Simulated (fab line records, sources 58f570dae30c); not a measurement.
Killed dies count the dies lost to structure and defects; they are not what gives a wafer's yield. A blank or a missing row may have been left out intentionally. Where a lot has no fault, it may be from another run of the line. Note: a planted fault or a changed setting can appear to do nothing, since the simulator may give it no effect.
fab line records    flow berkeley_cmos170
record lots=14  wafers=42  last_day=12
route steps=331 shown PLDD@153
lots that met no fault: taken from a fault-free run of the same line
start_h: hours from the record's opening day to when the first of the lot's shown wafers began    wait_h: time in hours since the lot's previous step    " unchanged from the row above    L1.1+2: one row covering several wafers at once    - no value, or no start given    * or withheld: withheld    < > ~ a bound
route shown NAME@n: names a module that has steps shown in the file, with the first one's number in the route    usual: the fault-free wafers' mean and standard deviation    same: alike in all rows    chamber/n: place in a boat    sites: readings site by site    _std_site: how widely they spread, as a standard deviation    _edge_site: inner sites' mean taken away from outer sites' mean    radius_mm: for every site, how far away it sits from the centre of the wafer    mask NAME#n: copy n    behind: tool/chamber where the wafer was last shaped    hold: why the lot was held/for how many hours/how that ended    device: the n, p or np transistor that did not switch    end of line: tests of these same wafers at the route's end    step lacking rows: just its recipe    killed: dies that structure and defects cost at the first sort, which is not the same as the wafer's yield    map: per-die view of a wafer (x killed, . not killed, _ where there is no die)
set.NAME: setting as actually run; set.NAME@STEP: the setting as run at that earlier step    model.NAME: the simulator's own value behind a step, which no gauge read
route steps across a sampled set of lots; one table per step, one row per wafer
services: the hour from which a tool's chamber was out of use, counted from the record's first day as start_h (under 0 if before that day), plus the number of hours and why
## steps
# step UCB170_PLDD_IMPLANT_08
# recipe species=BF2  dose_cm2=5e+13  energy_kev=10  tilt_deg=7  rotation_deg=0
# usual dose_ions_cm2=5e+13/6e+10  faraday_current_uA=159/3
lot.wafer  tool          chamber  start_h  wait_h  dose_ions_cm2  faraday_current_uA
L567.4     implanter-02  0        158.30   0.1     4.997e+13      158
L567.5     "             0        "        "       4.996e+13      165
L567.6     "             0        "        "       5.003e+13      157
L569.2     implanter-02  0        165.81   0.0     5.008e+13      158
L569.4     "             0        "        "       5.006e+13      158
L569.5     "             0        "        "       5.004e+13      165
L568.2     implanter-01  0        166.29   0.0     5.002e+13      158
L568.3     "             0        "        "       4.999e+13      157
L568.4     "             0        "        "       4.993e+13      160
L572.1     implanter-03  0        175.21   0.0     5.013e+13      158
L572.3     "             0        "        "       4.999e+13      163
L572.4     "             0        "        "       5.007e+13      163
L570.1     implanter-02  0        175.39   0.0     4.996e+13      159
L570.4     "             0        "        "       4.999e+13      161
L570.6     "             0        "        "       4.987e+13      153
L571.3     implanter-01  0        175.98   0.1     4.998e+13      159
L571.5     "             0        "        "       4.995e+13      160
L571.6     "             0        "        "       4.992e+13      159
L573.1     implanter-03  0        176.11   0.0     4.991e+13      164
L573.3     "             0        "        "       4.992e+13      162
L573.4     "             0        "        "       4.988e+13      162
L575.2     implanter-02  0        202.18   0.0     5.003e+13      154
L575.4     "             0        "        "       4.998e+13      154
L575.5     "             0        "        "       5.001e+13      162
L574.3     implanter-03  0        202.51   0.1     5e+13          160
L574.5     "             0        "        "       4.996e+13      156
L574.6     "             0        "        "       4.997e+13      162
L577.1     implanter-01  0        217.60   0.0     5.007e+13      154
L577.4     "             0        "        "       5.008e+13      156
L577.6     "             0        "        "       4.998e+13      155
L578.1     implanter-03  0        217.82   0.0     5.009e+13      159
L578.2     "             0        "        "       5.001e+13      158
L578.6     "             0        "        "       5.012e+13      161
L576.2     implanter-01  0        217.93   0.1     5.008e+13      156
L576.5     "             0        "        "       5e+13          158
L576.6     "             0        "        "       5e+13          159
L583.4     implanter-02  0        228.63   0.1     2.837e+13      93
L583.5     "             0        "        "       2.828e+13      90
L583.6     "             0        "        "       2.839e+13      90
L585.1     implanter-02  0        247.75   0.0     2.844e+13      88
L585.3     "             0        "        "       2.84e+13       92
L585.6     "             0        "        "       2.841e+13      91
# step UCB170_PLDD_TW_MEAS_11
# usual PLDD_TW=1014/10
lot.wafer  tool           chamber  start_h  wait_h  PLDD_TW
L567.4     film_metro-02  -        158.66   0.1     1016
L567.5     "              -        "        "       1010
L567.6     "              -        "        "       1011
L569.2     film_metro-01  -        166.19   0.1     1000
L569.4     "              -        "        "       1002
L569.5     "              -        "        "       998
L568.2     film_metro-01  -        166.67   0.1     1002
L568.3     "              -        "        "       999
L568.4     "              -        "        "       1003
L572.1     film_metro-04  -        175.61   0.1     1013
L572.3     "              -        "        "       1019
L572.4     "              -        "        "       1014
L570.1     film_metro-01  -        175.79   0.1     999
L570.4     "              -        "        "       1001
L570.6     "              -        "        "       1000
L571.3     film_metro-04  -        176.35   0.1     1017
L571.5     "              -        "        "       1013
L571.6     "              -        "        "       1023
L573.1     film_metro-01  -        176.51   0.1     1008
L573.3     "              -        "        "       1003
L573.4     "              -        "        "       998
L575.2     film_metro-01  -        202.57   0.1     1002
L575.4     "              -        "        "       1002
L575.5     "              -        "        "       1000
L574.3     film_metro-04  -        202.88   0.1     1026
L574.5     "              -        "        "       1022
L574.6     "              -        "        "       1020
L577.1     film_metro-01  -        218.32   0.4     1009
L577.4     "              -        "        "       1011
L577.6     "              -        "        "       1012
L578.1     film_metro-04  -        218.40   0.2     1023
L578.2     "              -        "        "       1023
L578.6     "              -        "        "       1024
L576.2     film_metro-04  -        218.47   0.2     1022
L576.5     "              -        "        "       1021
L576.6     "              -        "        "       1022
L583.4     film_metro-04  -        228.98   0.1     943
L583.5     "              -        "        "       944
L583.6     "              -        "        "       945
L585.1     film_metro-04  -        248.15   0.1     950
L585.3     "              -        "        "       950
L585.6     "              -        "        "       954
# step UCB170_SDANNEAL_RS_MEAS_04
# recipe thk_meas_gauge=four-point-probe
# usual PLDD_RS=1031.8/2.4
lot.wafer  tool           chamber  start_h  wait_h  PLDD_RS[ohm/sq]
L567.4     film_metro-01  -        174.06   0.1     1031.1
L567.5     "              -        "        "       1032.5
L567.6     "              -        "        "       1032.7
L568.2     film_metro-01  -        181.71   0.1     1029.8
L568.3     "              -        "        "       1029.3
L568.4     "              -        "        "       1031.5
L569.2     film_metro-01  -        182.19   0.1     1033.6
L569.4     "              -        "        "       1035.4
L569.5     "              -        "        "       1037.2
L570.1     film_metro-01  -        189.45   0.1     1034.2
L570.4     "              -        "        "       1035.2
L570.6     "              -        "        "       1033.7
L573.1     film_metro-04  -        189.63   0.1     1031.3
L573.3     "              -        "        "       1034.0
L573.4     "              -        "        "       1034.8
L571.3     film_metro-02  -        189.94   0.1     1032.3
L571.5     "              -        "        "       1031.0
L571.6     "              -        "        "       1031.8
L572.1     film_metro-04  -        190.36   0.1     1035.7
L572.3     "              -        "        "       1034.1
L572.4     "              -        "        "       1029.6
L575.2     film_metro-01  -        217.98   0.1     1036.0
L575.4     "              -        "        "       1034.1
L575.5     "              -        "        "       1030.2
L574.3     film_metro-04  -        218.20   0.1     1029.2
L574.5     "              -        "        "       1028.8
L574.6     "              -        "        "       1029.4
L577.1     film_metro-01  -        231.07   0.1     1027.2
L577.4     "              -        "        "       1031.3
L577.6     "              -        "        "       1028.3
L578.1     film_metro-02  -        231.70   0.1     1026.9
L578.2     "              -        "        "       1029.5
L578.6     "              -        "        "       1031.2
L576.2     film_metro-01  -        232.19   0.1     1031.0
L576.5     "              -        "        "       1029.6
L576.6     "              -        "        "       1032.0
L583.4     film_metro-04  -        246.73   0.1     1254.7
L583.5     "              -        "        "       1253.0
L583.6     "              -        "        "       1253.1
L585.1     film_metro-04  -        261.92   0.1     1252.5
L585.3     "              -        "        "       1254.5
L585.6     "              -        "        "       1254.0
## services
tool          chamber  start_h  hours  kind
implanter-02  -        134.38   2.8    pm
implanter-01  -        144.67   6.9    repair
implanter-03  -        224.69   0.5    repair
## key
first_sign step=UCB170_PLDD_IMPLANT_08  reading=dose_ions_cm2  direction=down  sigmas=99+  usual=5e+13  struck=2.838e+13
effect step=UCB170_PLDD_IMPLANT_08  reading=faraday_current_uA  direction=down  sigmas=23  usual=159  struck=91
effect step=UCB170_PLDD_TW_MEAS_11  reading=PLDD_TW  direction=down  sigmas=6.4  usual=1014  struck=948
effect step=UCB170_SDANNEAL_RS_MEAS_04  reading=PLDD_RS  direction=up  sigmas=91  usual=1031.8  struck=1253.6
met_at UCB170_PLDD_IMPLANT_08
struck_lots L583,L585
tester_left_out L583,L585
onset_between 202.18 228.63
fault kind=process_parameter_drift  tool=implanter-02  chamber=-  onset_h=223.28  steps=UCB170_PLDD_IMPLANT_08  channel=dose_cm2  offset=-2.1589e+13  shape=step  end_h=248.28  acts_in=these_recipes_only  stated=5e+13
# tester_left_out: of these lots the tester's yield and bins aren't shown, on N5 and GAA mostly nor the transistor test; their killed dies are dies lost to structure and defects alone, not to doping, threshold or leakage, so they don't give the yield
